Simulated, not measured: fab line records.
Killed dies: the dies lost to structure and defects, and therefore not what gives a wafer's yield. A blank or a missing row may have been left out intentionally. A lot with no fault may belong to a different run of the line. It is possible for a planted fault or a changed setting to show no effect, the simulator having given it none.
Problem report, 8D (eight disciplines) form, completed by code + flow berkeleyCmos170 + the parts of the form that need people (team, actions taken, sign-off) are left out

1. WHAT WENT WRONG
Across 3 wafers from 3 lots, SPACER_TEOS_THK at UCB170_SPACER_THK_MEAS_01 averages 407 nm, while fault-free wafers read 373 nm with a standard deviation of 5.3. Relative to the usual mean, that is a shift of +6.4 standard deviations.
Seen first at day 11 05:23 on filmMetro-01, wafer L842.3. The record has a number at this step for 45 wafers belonging to 15 lots. Rule for "out" (also "out of limits"): further than 4 standard deviations from the usual mean. The other wafers with a number count as sound.

2. WHAT IT IS, WHAT IT ISN'T
| question                    | is                         | is not                                                                                       |
|-----------------------------|----------------------------|----------------------------------------------------------------------------------------------|
| which readings at this step | SPACER_TEOS_THK            | -                                                                                            |
| which lots                  | L842, L843, L846           | L826, L827, L828, L832, L833, L834, L837, L838, L839, L844, L845, L847                       |
| which wafers of those lots  | L842.3, L843.2, L846.2     | L842.1, L842.5, L843.3, L843.4, L846.3, L846.6                                               |
| read on which gauges        | filmMetro-01, filmMetro-04 | filmMetro-02                                                                                 |
| when                        | from day 11 05:23          | up to then (29 sound wafers); but 13 sound wafers of L843, L844, L845, L846, L847 came after |

3. WHAT RULES OUT EACH SUSPECT
Counting: any tool at a process step up to the reading remains a suspect provided it ran every lot that is out. Sound lots after the first of them don't rule it out here, since some wafers of a struck lot are sound.
- the gauge at UCB170_SPACER_THK_MEAS_01 is ruled out. The wafers that are out were read on 2 gauges (filmMetro-01, filmMetro-04).
- pecvd-01 at UCB170_SPACER_CVD_00 (deposits SiO2 from TEOS/O2, target thk 376 nm, time 47 s): kept. It processed each lot that is out (first: L842, day 11 05:20); up to then, its last sound lot is L834 (day 9 09:11). Its own readings are out on those wafers: rfFwdPowerW.
- At UCB170_SPACER_CVD_00, inside pecvd-01: chamber 0 took the wafers that are out, while their sound lot-mates went through chambers 1, 2.
After counting, what remains is pecvd-01 at UCB170_SPACER_CVD_00.

4. THE CAUSE (what the simulator had put in)
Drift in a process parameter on pecvd-01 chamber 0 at UCB170_SPACER_CVD_00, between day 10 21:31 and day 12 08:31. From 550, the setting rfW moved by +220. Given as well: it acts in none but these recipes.
This tool alone remained once counting was done.

5. THE CHAIN OF EFFECTS, in route order
Each row: a reading whose mean over the struck wafers that have a number lies more than 3 standard deviations from the usual. Only readings for which the record gives a usual standard deviation are gone through. hours: the time from each lot's start at the first step in this table that gives one to its start at this step, as a median over the lots. sigmas: the change in usual standard deviations.
| hours | step                      | reading         | usual      | on struck wafers | change | sigmas |
|-------|---------------------------|-----------------|------------|------------------|--------|--------|
| 0     | UCB170_SPACER_CVD_00      | rfFwdPowerW     | 542.6 W    | 760.6            | +218.0 | +95    |
| 0     | UCB170_SPACER_THK_MEAS_01 | SPACER_TEOS_THK | 373 nm     | 407              | +34    | +6.4   |
| 13    | UCB170_SPACER_ETCHBACK_03 | oesProductAu    | 0.899 a.u. | 0.961            | +0.062 | +4.4   |
The process steps in it:
- UCB170_SPACER_CVD_00: deposits SiO2 from TEOS/O2, target thk 376 nm, time 47 s.
- UCB170_SPACER_ETCHBACK_03: etches SiO2 in CHF3/CF4/Ar, stops on Si, target depth 376 nm, time 100 s.
Later steps that measure or inspect, where all struck wafers having a row at the step show a number for every such reading and not one has moved that far: UCB170_M1_CD_MEAS_09.

6. HOW IT WOULD HAVE BEEN CAUGHT EARLIER
8 hours passed between the start of the fault at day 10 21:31 and the first reading out of limits at a measuring or inspecting step in this record, taken at day 11 05:23.
The tool's own readings at UCB170_SPACER_CVD_00 were out on every struck wafer that the step has a row for (rfFwdPowerW): an alarm limit on them would have fired on the first of those.
Lots out: 3; of these, L846, L843 started UCB170_SPACER_CVD_00 on pecvd-01 after day 11 05:23. A hold on the tool at that time would have spared those 2.
